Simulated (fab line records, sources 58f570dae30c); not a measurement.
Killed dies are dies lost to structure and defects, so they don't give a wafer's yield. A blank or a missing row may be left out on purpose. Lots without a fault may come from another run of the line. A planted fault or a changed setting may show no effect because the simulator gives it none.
Tool commonality check | flow berkeley_cmos170 | 13 lots, 39 wafers sampled

WHY IT WAS OPENED
At UCB170_NVT_OVL_MEAS_06 the reading NVT_OVL is flagged on 2 of 13 lots. Wafers without a fault read -3 nm, standard deviation 5.2.
Rule: a lot is flagged when every wafer of it that has a number lies more than 4 standard deviations from that mean, or none has a number. The other lots count as sound.

lot  | measured     | on         | NVT_OVL (nm), wafer by wafer | flag
L979 | day 6 07:50  | overlay-01 | -1 2 -6                      |
L981 | day 6 15:49  | overlay-02 | -8 -15 -6                    |
L980 | day 6 16:03  | overlay-02 | -4 -10 -5                    |
L982 | day 7 07:38  | overlay-02 | -3 -1 -3                     |
L983 | day 7 14:11  | overlay-01 | -3 -3 -4                     |
L984 | day 7 14:27  | overlay-02 | -13 -11 -7                   |
L986 | day 8 02:41  | overlay-02 | 1 0 2                        |
L985 | day 8 02:47  | overlay-02 | -1 -8 -4                     |
L987 | day 8 08:30  | overlay-02 | 1 -1 -4                      |
L993 | day 9 06:21  | overlay-01 | 291 287 287                  | FLAGGED
L994 | day 9 12:53  | overlay-01 | -6 -7 -7                     |
L995 | day 9 13:03  | overlay-01 | 291 287 287                  | FLAGGED
L101 | day 10 21:29 | overlay-01 | -4 -4 -4                     |
The numbers of the flagged lots are 288 nm on average: +291 nm against the usual, or +56 standard deviations.

WHICH TOOL RAN EACH LOT
The record holds 1 process step before the reading, out of a route of 331 steps. In each cell: the tool, then ch and the chambers that the sampled wafers went through, then the start.
lot  | flag    | UCB170_NVT_EXPOSE_03
L979 |         | krf_scanner-02 ch 0, day 6 07:26
L981 |         | krf_scanner-01 ch 0, day 6 15:26
L980 |         | krf_scanner-01 ch 0, day 6 15:40
L982 |         | krf_scanner-02 ch 0, day 7 07:15
L983 |         | krf_scanner-02 ch 0, day 7 13:49
L984 |         | krf_scanner-02 ch 0, day 7 13:54
L986 |         | krf_scanner-02 ch 0, day 8 02:19
L985 |         | krf_scanner-02 ch 0, day 8 02:24
L987 |         | krf_scanner-02 ch 0, day 8 08:08
L993 | FLAGGED | krf_scanner-01 ch 0, day 9 05:58
L994 |         | krf_scanner-02 ch 0, day 9 12:20
L995 | FLAGGED | krf_scanner-01 ch 0, day 9 12:35
L101 |         | krf_scanner-02 ch 0, day 10 21:07
What these steps do:
- UCB170_NVT_EXPOSE_03: exposes mask PWELL, target cd 3000 nm.
- UCB170_NVT_OVL_MEAS_06

FLAGGED OVER TOTAL, TOOL BY TOOL (the gauges that took the reading come last)
step                   | tool           | lots run | flagged | share of the flagged lots | sound lots run after its first flagged lot
UCB170_NVT_EXPOSE_03   | krf_scanner-01 | 4        | 2       | all                       | 0
UCB170_NVT_EXPOSE_03   | krf_scanner-02 | 9        | 0       | none                      | -
UCB170_NVT_OVL_MEAS_06 | overlay-01     | 6        | 2       | all                       | 2 (L994,L101)
UCB170_NVT_OVL_MEAS_06 | overlay-02     | 7        | 0       | none                      | -

WHAT THE TABLE ALLOWS
2 rows of the table ran every flagged lot: krf_scanner-01 at UCB170_NVT_EXPOSE_03, overlay-01 at UCB170_NVT_OVL_MEAS_06.
- krf_scanner-01 at UCB170_NVT_EXPOSE_03: 2 of its 4 lots flagged. Its last sound lot is L980 (day 6 15:40), its first flagged lot L993 (day 9 05:58): a fault that began between those two fits.
- overlay-01 at UCB170_NVT_OVL_MEAS_06: 2 of its 6 lots flagged. Sound lots ran on it after the first flagged one (L994, L101), which a lasting fault on the whole tool wouldn't allow.
One tool is left: krf_scanner-01 at UCB170_NVT_EXPOSE_03.

WHAT THE SIMULATOR HAD PUT IN
Scanner matching overlay: krf_scanner-01, from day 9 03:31 on, at UCB170_NVT_EXPOSE_03. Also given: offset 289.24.
Lots struck among those shown: L993, L995. The rule above found the same.
